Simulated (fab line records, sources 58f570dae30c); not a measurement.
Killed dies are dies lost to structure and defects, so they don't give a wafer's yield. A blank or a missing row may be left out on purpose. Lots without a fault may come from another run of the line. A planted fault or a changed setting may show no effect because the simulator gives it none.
Which tool did it? | flow berkeley_cmos170 | 13 lots, 39 wafers sampled, at 5 steps of a route of 331

WHAT THE GAUGES READ, wafer by wafer
UCB170_SILICIDE_THK_MEAS_03: measures by xrf. Usual: SILICIDE_TI_THK 29.8 nm, standard deviation 0.44.
lot  | measured     | on            | SILICIDE_TI_THK (nm) | flag
L976 | day 8 06:56  | film_metro-04 | 30.8 30.8 30.8       |
L975 | day 8 07:28  | film_metro-04 | 30.0 30.4 30.4       |
L977 | day 8 23:04  | film_metro-04 | 30.4 30.2 30.5       |
L979 | day 8 23:22  | film_metro-02 | 29.4 29.5 29.3       |
L978 | day 9 00:28  | film_metro-02 | 29.4 29.8 29.4       |
L986 | day 9 22:36  | film_metro-02 | 29.5 29.6 29.3       |
L985 | day 9 23:16  | film_metro-02 | 29.5 29.4 29.5       |
L988 | day 10 06:43 | film_metro-02 | 29.1 29.5 29.1       |
L990 | day 11 03:05 | film_metro-02 | 29.8 29.9 29.7       |
L989 | day 11 03:20 | film_metro-02 | 29.9 29.8 29.5       |
L992 | day 11 03:28 | film_metro-01 | 29.7 30.0 29.8       |
L996 | day 12 05:19 | film_metro-01 | 30.6 30.4 30.4       |
L997 | day 12 13:56 | film_metro-02 | 29.6 29.4 29.7       |

UCB170_M2_CD_MEAS_90: target cd 700 nm. Usual: cd_nm 700.0 nm, standard deviation 2.5.
lot  | measured     | on        | cd_nm (nm)        | flag
L976 | day 9 03:05  | cd_sem-02 | 701.0 700.1 701.0 |
L975 | day 9 08:07  | cd_sem-02 | 703.2 700.5 699.9 |
L977 | day 9 22:42  | cd_sem-02 | 696.4 693.6 696.8 |
L979 | day 9 22:10  | cd_sem-01 | 700.4 698.9 699.8 |
L978 | day 10 00:50 | cd_sem-02 | 702.5 702.7 702.6 |
L986 | day 10 18:29 | cd_sem-01 | 699.9 699.1 698.8 |
L985 | day 10 17:52 | cd_sem-01 | 722.2 718.0 721.2 | OFF
L988 | day 11 03:02 | cd_sem-01 | 702.0 702.1 700.9 |
L990 | day 11 16:02 | cd_sem-02 | 697.7 702.1 700.5 |
L989 | day 11 17:39 | cd_sem-01 | 704.3 695.1 699.3 |
L992 | day 11 21:51 | cd_sem-02 | 698.4 700.0 699.7 |
L996 | day 12 20:11 | cd_sem-01 | 700.9 702.9 699.5 |
L997 | day 13 04:47 | cd_sem-02 | 698.4 696.9 699.5 |

UCB170_M3_THK_MEAS_03: measures by xrf. Usual: M3_AL_THK 897 nm, standard deviation 10.
lot  | measured     | on            | M3_AL_THK (nm) | flag
L976 | day 9 10:11  | film_metro-02 | 918 911 909    |
L975 | day 9 15:04  | film_metro-03 | 919 913 922    |
L977 | day 10 02:27 | film_metro-03 | 895 894 890    |
L979 | day 10 01:44 | film_metro-01 | 896 913 906    |
L978 | day 10 06:05 | film_metro-03 | 894 895 900    |
L986 | day 10 21:14 | film_metro-02 | 903 894 894    |
L988 | day 11 06:02 | film_metro-02 | 900 894 889    |
L990 | day 11 19:17 | film_metro-03 | 888 884 890    |
L989 | day 11 20:54 | film_metro-02 | 882 889 887    |
L992 | day 12 00:29 | film_metro-02 | 884 881 892    |
L996 | day 12 22:51 | film_metro-03 | 887 879 877    |
L997 | day 13 07:42 | film_metro-03 | 890 899 882    |

WHICH TOOL RAN EACH LOT (tool, then ch and the chambers of the sampled wafers, then the start)
lot  | UCB170_M2_METAL_ETCH_18           | UCB170_M2_STRIP_19
L976 | rie_metal-01 ch 0,1, day 9 02:20  | plasma_asher-04 ch 0,1, day 9 02:29
L975 | rie_metal-02 ch 0,1, day 9 07:38  | plasma_asher-04 ch 0,1, day 9 07:50
L977 | rie_metal-03 ch 1, day 9 22:25    | plasma_asher-04 ch 0,1, day 9 22:36
L979 | rie_metal-01 ch 1, day 9 21:46    | plasma_asher-04 ch 0,1, day 9 22:03
L978 | rie_metal-01 ch 1, day 10 00:22   | plasma_asher-04 ch 0,1, day 10 00:44
L986 | rie_metal-03 ch 0,1, day 10 18:12 | plasma_asher-02 ch 0,1, day 10 18:22
L985 | rie_metal-01 ch 0,1, day 10 17:36 | plasma_asher-01 ch 0,1, day 10 17:46
L988 | rie_metal-02 ch 0,1, day 11 02:44 | plasma_asher-01 ch 0,1, day 11 02:55
L990 | rie_metal-02 ch 0,1, day 11 15:44 | plasma_asher-01 ch 0,1, day 11 15:56
L989 | rie_metal-03 ch 0,1, day 11 17:20 | plasma_asher-01 ch 0,1, day 11 17:32
L992 | rie_metal-02 ch 0,1, day 11 21:34 | plasma_asher-02 ch 0,1, day 11 21:43
L996 | rie_metal-02 ch 0,1, day 12 19:53 | plasma_asher-01 ch 0,1, day 12 20:04
L997 | rie_metal-03 ch 0,1, day 13 04:30 | plasma_asher-02 ch 0,1, day 13 04:40
- UCB170_M2_METAL_ETCH_18: etches Al in Cl2/BCl3, stops on SiO2, target depth 1170 nm, time 195 s.
- UCB170_M2_STRIP_19: strips in O2.

WHAT THE TOOLS THEMSELVES READ (means of the sampled wafers that have a number; where no wafer has one, the mark that the record gives instead)
UCB170_M2_METAL_ETCH_18. Usual: drypump_motor_current_A 5.41 A, standard deviation 0.29; oes_product_au 0.858 a.u., standard deviation 0.017; run_length_s 223.5 s, standard deviation 0.45; throttle_valve_pct 24.38 %, standard deviation 0.19.
lot  | tool         | drypump_motor_current_A (A) | oes_product_au (a.u.) | run_length_s (s) | throttle_valve_pct (%) | flag
L976 | rie_metal-01 | 5.47                        | 0.870                 | 223.2            | 24.47                  |
L975 | rie_metal-02 | 5.62                        | 0.874                 | 223.4            | 24.44                  |
L977 | rie_metal-03 | 5.31                        | 0.825                 | 223.3            | 24.47                  |
L979 | rie_metal-01 | 5.41                        | 0.861                 | 223.9            | 24.33                  |
L978 | rie_metal-01 | 5.43                        | 0.867                 | 224.2            | 24.34                  |
L986 | rie_metal-03 | 5.28                        | 0.829                 | 223.5            | 24.39                  |
L985 | rie_metal-01 | 5.45                        | 1.000                 | 136.0            | 24.34                  | OFF
L988 | rie_metal-02 | 5.61                        | 0.872                 | 223.4            | 24.43                  |
L990 | rie_metal-02 | 5.33                        | 0.877                 | 223.3            | 24.25                  |
L989 | rie_metal-03 | 5.24                        | 0.843                 | 223.7            | 24.32                  |
L992 | rie_metal-02 | 5.32                        | 0.880                 | 223.3            | 24.24                  |
L996 | rie_metal-02 | 5.62                        | 0.870                 | 223.1            | 24.43                  |
L997 | rie_metal-03 | 5.26                        | 0.840                 | 223.8            | 24.33                  |

UCB170_M2_STRIP_19. Usual: drypump_motor_current_A 6.10 A, standard deviation 0.22; oes_product_au 0.544 a.u., standard deviation 0.011.
lot  | tool            | drypump_motor_current_A (A) | oes_product_au (a.u.) | flag
L976 | plasma_asher-04 | 6.20                        | 0.546                 |
L975 | plasma_asher-04 | 6.32                        | 0.536                 |
L977 | plasma_asher-04 | 6.20                        | 0.547                 |
L979 | plasma_asher-04 | 6.31                        | 0.546                 |
L978 | plasma_asher-04 | 6.32                        | 0.538                 |
L986 | plasma_asher-02 | 5.99                        | 0.535                 |
L985 | plasma_asher-01 | 6.15                        | 0.719                 | OFF
L988 | plasma_asher-01 | 6.09                        | 0.542                 |
L990 | plasma_asher-01 | 6.11                        | 0.543                 |
L989 | plasma_asher-01 | 6.12                        | 0.532                 |
L992 | plasma_asher-02 | 5.98                        | 0.537                 |
L996 | plasma_asher-01 | 6.13                        | 0.540                 |
L997 | plasma_asher-02 | 5.99                        | 0.536                 |

THE ANSWER, worked out from the rows above alone
Rule: a lot is off if the mean of its wafers that have a number lies more than 3 standard deviations from the usual mean. A lot without any number at a reading at which 4 lots or more have one is off too. The other lots that the step has rows for count as sound. The gauges are gone through in route order, then the tools' own readings, and for those a lot's mean is taken as printed above. The first step at which some lot is off is used, and at that step the reading that is off furthest; a lot without a number counts as furthest.
Off: L985, at UCB170_M2_CD_MEAS_90 (cd_nm).
A tool fits if, at a process step before that reading, it ran every lot that is off, and no sound lot after the first of them. The gauges at UCB170_M2_CD_MEAS_90 aren't tried: what is off there is off at UCB170_M2_METAL_ETCH_18 too, on other tools, and a gauge's error can't cause that. One fits: rie_metal-01 at UCB170_M2_METAL_ETCH_18. Its last sound lot is L978 (day 10 00:22), its first lot that is off L985 (day 10 17:36): a fault that began between those two fits.
The tool's own readings at UCB170_M2_METAL_ETCH_18 bear it out: on the lots that are off they differ by more than 5 times the standard deviation of the sound lots' means. oes_product_au reads 1.000 a.u. there against 0.859 a.u. on the sound lots; run_length_s reads 136.0 s there against 223.5 s on the sound lots.

WHAT THE SIMULATOR HAD PUT IN
Process parameter drift: rie_metal-01, from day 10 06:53 on, at UCB170_M2_METAL_ETCH_18. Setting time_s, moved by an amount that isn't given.
Lots struck among those shown: L985. The rule above found the same.
